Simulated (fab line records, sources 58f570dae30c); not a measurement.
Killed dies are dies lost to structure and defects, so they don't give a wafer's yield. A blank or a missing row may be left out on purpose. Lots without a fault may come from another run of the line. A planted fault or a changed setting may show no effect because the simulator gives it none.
Problem report in the 8D (eight disciplines) form, filled by code | flow berkeley_cmos170 | the parts of the form that need people (team, actions taken, sign-off) are left out

1. THE PROBLEM
strip_time_to_endpoint_s at UCB170_V2_STRIP_15 reads a mean of 16.86 s on 6 wafers of 2 lots; wafers without a fault read 15.35 s with a standard deviation of 0.13. That is +12 standard deviations from the usual mean.
The step: strips in O2.
First seen on wafer L893.1, day 11 04:02, on plasma_asher-01. The record holds 42 wafers of 14 lots with a number at this step. Rule for "out", or "out of limits": more than 4 standard deviations from the usual mean. The other wafers with a number count as sound.

2. WHAT IT IS AND WHAT IT IS NOT
question                    | is                               | is not
which readings at this step | strip_time_to_endpoint_s         | oes_product_au
which lots                  | L893, L895                       | L882, L883, L885, L886, L887, L889, L896, L897, L898, L902, L903, L904
which wafers of those lots  | all that have a number           | -
read on which tools         | plasma_asher-01, plasma_asher-02 | plasma_asher-04
when                        | from day 11 04:02                | up to then (18 sound wafers); but 18 sound wafers of L896, L897, L898, L902, L903, L904 came after

3. SUSPECTS, AND WHAT RULES EACH OUT
Counting: a tool at a process step up to the reading stays a suspect if it ran every lot that is out and no sound lot after the first of them.
- rie_diel-02 at UCB170_V2_ETCH_14 (etches SiO2 in CHF3/CF4/Ar, stops on Al, target depth 1250 nm, time 291 s): kept. It ran every lot that is out, first L893 (day 11 03:52), and no sound lot after that; its last sound lot up to then is L889 (day 10 01:31).
Left after counting: rie_diel-02 at UCB170_V2_ETCH_14.

4. THE CAUSE (what the simulator had put in)
Process parameter drift: rie_diel-02, from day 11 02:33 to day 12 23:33, at UCB170_V2_ETCH_14. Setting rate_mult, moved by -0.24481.
Counting left only this tool.

5. THE CHAIN OF EFFECTS, in route order
Each row: a reading whose mean over the struck wafers that have a number lies more than 3 standard deviations from the usual. Only readings for which the record gives a usual standard deviation are gone through. hours: the time from each lot's start at the first step in this table that gives one to its start at this step, as a median over the lots. sigmas: the change in usual standard deviations.
hours | step               | reading                  | usual   | on struck wafers | change | sigmas
0     | UCB170_V2_STRIP_15 | strip_time_to_endpoint_s | 15.35 s | 16.86            | +1.51  | +12
The process steps in it:
- UCB170_V2_STRIP_15: strips in O2.

6. WHAT WOULD HAVE CAUGHT IT SOONER
In this record the first reading out of limits was taken at day 11 04:02, 1 hour after the fault began at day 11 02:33.
Of the tool readings at UCB170_V2_ETCH_14 for which the record gives a usual standard deviation, none was out on any struck wafer, so an alarm limit of 4 standard deviations on them would not have fired.
Of the lots that are out (2), L895 began UCB170_V2_ETCH_14 on rie_diel-02 after day 11 04:02. A hold on the tool at that time would have spared it.
